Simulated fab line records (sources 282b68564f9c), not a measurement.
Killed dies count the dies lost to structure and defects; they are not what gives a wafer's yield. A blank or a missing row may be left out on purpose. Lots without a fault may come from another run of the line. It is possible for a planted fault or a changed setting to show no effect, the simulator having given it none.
Matching of chambers    flow rit_cmos    RIT_GATE_ETCH_19 on rie_si-02: 4 sister chambers
The step etches poly-Si in SF6/CHF3/O2, stops on SiO2, time 165 s, target depth 312.5 nm. 4 wafers are shown with their chamber, then 7 later ones without.

WAFERS WITH THEIR CHAMBER
wafer   chamber  throttle_valve_pct (%)
L104.4  2        10.05
L104.6  1        10.30
L105.2  0        10.07
L105.3  3        10.38

WAFERS WITHOUT THEIR CHAMBER
wafer   throttle_valve_pct (%)
L105.5  10.07
L106.2  10.37
L106.3  10.07
L106.6  10.32
L108.1  10.07
L108.2  10.35
L108.3  10.07

EACH ONE'S CHAMBER
wafer   from the rows above      in truth
L105.5  can't be placed: 0 or 2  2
L106.2  3                        3
L106.3  can't be placed: 0 or 2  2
L106.6  1                        1
L108.1  can't be placed: 0 or 2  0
L108.2  can't be placed: 3 or 1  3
L108.3  can't be placed: 0 or 2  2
Correctly placed: 2 of 7. Unplaceable from these rows: 5, with the true chamber sitting among the candidates in 5. Placed wrongly: 0.
How it was worked out, from the rows above alone: a wafer's distance from a chamber is the root of the sum, over the readings, of the square of ((its reading less the chamber's mean) divided by the reading's scatter). The wafer belongs to the nearest chamber; if the next one is less than 2 further off, it can't be placed. For every chamber, the mean is computed from those of its wafers that are shown. The scatter: root of mean squared gap, hidden wafer to nearest shown wafer, with one shown wafer a chamber.
